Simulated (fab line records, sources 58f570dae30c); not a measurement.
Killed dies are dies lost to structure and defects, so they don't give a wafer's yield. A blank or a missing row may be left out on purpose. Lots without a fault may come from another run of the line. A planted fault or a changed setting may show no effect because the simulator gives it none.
Chamber matching | flow berkeley_cmos170 | UCB170_ZERO_ETCH_06 on rie_diel-04: 4 sister chambers
The step etches SiO2 in CHF3/CF4/Ar, time 12 s. 4 wafers are shown with their chamber, then 8 later ones without.

WAFERS WITH THEIR CHAMBER
wafer  | chamber | throttle_valve_pct (%)
L526.2 | 2       | 9.02
L530.1 | 3       | 8.96
L530.2 | 1       | 9.43
L529.3 | 0       | 9.36

WAFERS WITHOUT THEIR CHAMBER
wafer  | throttle_valve_pct (%)
L529.4 | 8.94
L529.5 | 9.03
L538.2 | 9.38
L538.4 | 8.95
L538.5 | 9.37
L544.3 | 9.03
L544.5 | 9.03
L544.6 | 9.40

WHICH CHAMBER EACH WENT THROUGH
wafer  | from the rows above     | in truth
L529.4 | 3                       | 3
L529.5 | 2                       | 2
L538.2 | can't be placed: 0 or 1 | 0
L538.4 | 3                       | 3
L538.5 | 0                       | 0
L544.3 | 2                       | 2
L544.5 | 2                       | 2
L544.6 | can't be placed: 1 or 0 | 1
Placed correctly: 6 of 8. Can't be placed from these rows: 2 (the true chamber is among the candidates in 2). Placed wrongly: 0.
How it was worked out, from the rows above alone: a wafer's distance from a chamber is the root of the sum, over the readings, of the square of ((its reading less the chamber's mean) divided by the reading's scatter). The wafer belongs to the nearest chamber; if the next one is less than 2 further off, it can't be placed. A chamber's mean is the mean of its shown wafers. The scatter: with one shown wafer a chamber, the root of the mean of the squares of how far each hidden wafer lies from its nearest shown one.
